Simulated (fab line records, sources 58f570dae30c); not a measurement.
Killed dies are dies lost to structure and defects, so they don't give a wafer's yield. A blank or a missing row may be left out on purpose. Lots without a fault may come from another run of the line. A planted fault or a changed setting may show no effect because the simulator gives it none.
Which tool did it? | flow berkeley_cmos170 | 13 lots, 39 wafers sampled, at 2 steps of a route of 331

WHAT THE GAUGES READ, wafer by wafer
UCB170_NWELL_THK_MEAS_02.
lot  | measured    | on            | NWELL_OXIDE_THK (nm)
L418 | day 1 23:44 | film_metro-02 | 25.8 25.5 25.8
L419 | day 2 08:02 | film_metro-03 | 26.5 26.7 26.8
L420 | day 2 14:56 | film_metro-02 | 25.6 25.6 25.7
L421 | day 2 18:55 | film_metro-04 | 26.5 26.2 26.5
L422 | day 3 01:31 | film_metro-02 | 26.4 26.1 26.3
L431 | day 4 20:01 | film_metro-04 | 26.9 26.3 27.1
L433 | day 5 02:05 | film_metro-04 | 27.4 27.2 27.2
L432 | day 5 02:05 | film_metro-02 | 26.9 26.9 27.3
L435 | day 5 14:49 | film_metro-02 | 26.1 26.3 26.6
L436 | day 5 21:55 | film_metro-02 | 25.6 26.1 25.8
L439 | day 6 07:10 | film_metro-02 | 27.1 27.2 26.6
L438 | day 6 07:11 | film_metro-04 | 25.8 25.5 25.7
L441 | day 6 16:28 | film_metro-02 | 26.1 26.6 26.4

UCB170_NWELL_OVL_MEAS_12.
lot  | measured    | on         | NWELL_OVL (nm)
L418 | day 2 10:27 | overlay-02 | 4 1 3
L419 | day 2 17:25 | overlay-02 | -2 2 -2
L420 | day 2 23:12 | overlay-01 | -6 -13 -5
L421 | day 3 03:47 | overlay-01 | -9 -5 -6
L422 | day 3 10:35 | overlay-02 | -1 3 -2
L431 | day 5 03:55 | overlay-01 | -5 -14 -7
L433 | day 5 09:26 | overlay-01 | 3 1 -2
L432 | day 5 09:11 | overlay-02 | -2 7 2
L435 | day 6 01:07 | overlay-02 | 8 2 17
L436 | day 6 06:43 | overlay-02 | -8 3 -1
L439 | day 6 13:00 | overlay-02 | -3 3 3
L438 | day 6 12:44 | overlay-01 | -3 4 0
L441 | day 6 22:02 | overlay-01 | 1 -7 1

WHICH TOOL RAN EACH LOT (tool, then ch and the chambers of the sampled wafers, then the start)
The record holds no process step before these readings.

WHAT THE TOOLS THEMSELVES READ (means of the sampled wafers that have a number; where no wafer has one, the mark that the record gives instead)
The record holds no such reading with a usual standard deviation.

THE ANSWER, worked out from the rows above alone
Rule: what is usual is taken from the lots themselves. Put in order of their means at a reading, lots are off if they are a third of the lots or fewer, leave a main group of 4 or more, and stand apart from it by a gap of 3 or more times the standard deviation of the main group's means; of several such gaps the widest counts. A main group whose means are all the same, to the digits that the tables above print for the reading, isn't used. A lot without any number at a reading at which 4 lots or more have one is off too. The other lots that the step has rows for count as sound. The gauges are gone through in route order, then the tools' own readings, and for those a lot's mean is taken as printed above. The first step at which some lot is off is used, and at that step the reading that is off furthest; a lot without a number counts as furthest.
No lot is off at any reading shown: from this, nothing can be told.

WHAT THE SIMULATOR HAD PUT IN
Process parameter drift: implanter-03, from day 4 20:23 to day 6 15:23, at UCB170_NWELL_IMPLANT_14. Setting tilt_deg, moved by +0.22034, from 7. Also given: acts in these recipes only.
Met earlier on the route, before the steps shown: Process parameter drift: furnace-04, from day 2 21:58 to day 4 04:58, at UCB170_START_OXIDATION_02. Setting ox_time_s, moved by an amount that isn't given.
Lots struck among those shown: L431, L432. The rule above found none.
